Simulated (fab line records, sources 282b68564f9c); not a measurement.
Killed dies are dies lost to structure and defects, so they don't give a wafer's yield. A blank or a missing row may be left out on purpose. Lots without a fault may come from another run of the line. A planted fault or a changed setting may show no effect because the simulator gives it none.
A struck lot beside a sound one | flow rit_cmos | 15 steps out of a route of 202
Sound: wafers L222.2, L222.4, L222.5. Struck: wafers L234.3, L234.4, L234.6. The cause comes at the end.
At each step with rows: each side's tool, then ch and its chambers, then its first start. Under that, the readings that differ: sound wafers | struck wafers | difference of the means | sigmas: that difference in standard deviations of wafers without a fault.
alike: readings whose means differ by less than 2 such deviations, and words and numbers that are the same on both sides. not compared: withheld readings, readings that some wafer has no value for, bounds like >300 that may hide the same value, and numbers for which the record gives no deviation and whose values overlap.
The two part at a step that has a row with sigmas, a row that says differs or no value, or rows on one side only. Numbers that don't overlap but have no deviation are shown without sigmas and don't part them. A reading that every wafer of one side lacks parts them only if that side has two wafers or more.

RIT_M1_SPUTTER_00: material Al, target thk 400 nm, time 488.3 s.
  sound on pvd_sputter-02, day 5 03:04; struck on pvd_sputter-02, day 7 10:25
  alike: throttle_valve_pct
RIT_M1_RS_MEAS_01: measures by four-point-probe.
  sound on film_metro-04, day 5 03:23; struck on film_metro-03, day 7 10:45
  alike: M1_AL_RS
RIT_M1_THK_MEAS_02: measures by xrf.
  sound on film_metro-04, day 5 03:29; struck on film_metro-03, day 7 10:51
  alike: M1_AL_THK
then, 6 steps without rows for these wafers: RIT_M1_HMDS_03 (prime time 60 s); RIT_M1_COAT_04 (resist thk 1300 nm); RIT_M1_SOFTBAKE_05 (time 60 s); RIT_M1_EXPOSE_06 (exposes mask M12, target cd 2600 nm); RIT_M1_PEB_07; RIT_M1_DEVELOP_08 (develop time 70.99 s).
RIT_M1_CD_MEAS_09: target cd 2600 nm.
  sound on cd_sem-01, day 5 04:26; struck on cd_sem-02, day 7 11:56
  alike: cd_nm
RIT_M1_OVL_MEAS_10:
  sound on overlay-02, day 5 04:32; struck on overlay-01, day 7 12:01
  alike: M1_OVL
then, 1 step without rows for these wafers: RIT_M1_HARDBAKE_11 (time 120 s).
RIT_M1_METAL_ETCH_12: etches Al in Cl2/BCl3, stops on SiO2, time 165 s, target depth 600 nm.
  sound on rie_metal-01 ch 0,1, day 5 04:55; struck on rie_metal-01 ch 0,1, day 7 12:21
  reading                        | sound             | struck               | difference | sigmas
  chamber_pressure_mTorr (mTorr) | 99.99 99.96 99.90 | 120.03 120.00 120.02 | +20.07     | +99 or more
  alike: drypump_motor_current_A, oes_product_au, throttle_valve_pct
  not compared: rf_hours_counter_h
then, 1 step without rows for these wafers: RIT_M1_STRIP_13 (strips in nmp, time 600 s).
RIT_M1_PROBE_99:
  sound on prober-02, day 5 07:16; struck on prober-02, day 7 14:39
  alike: defect_limited_yield, killed_at_front_end, killed_dies, killed_open, killed_short, sort_bin_3_pad_short, sort_bin_5_function, sort_bin_6_memory, sort_n_pass, sort_yield_pct

WHERE THEY PART
Only at RIT_M1_METAL_ETCH_12, within this record. Later steps at which nothing parts them and some readings are alike: RIT_M1_PROBE_99.

WHY: what the simulator had put in
Process parameter drift: rie_metal-01, from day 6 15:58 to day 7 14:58, at RIT_M1_METAL_ETCH_12. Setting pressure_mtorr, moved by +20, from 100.
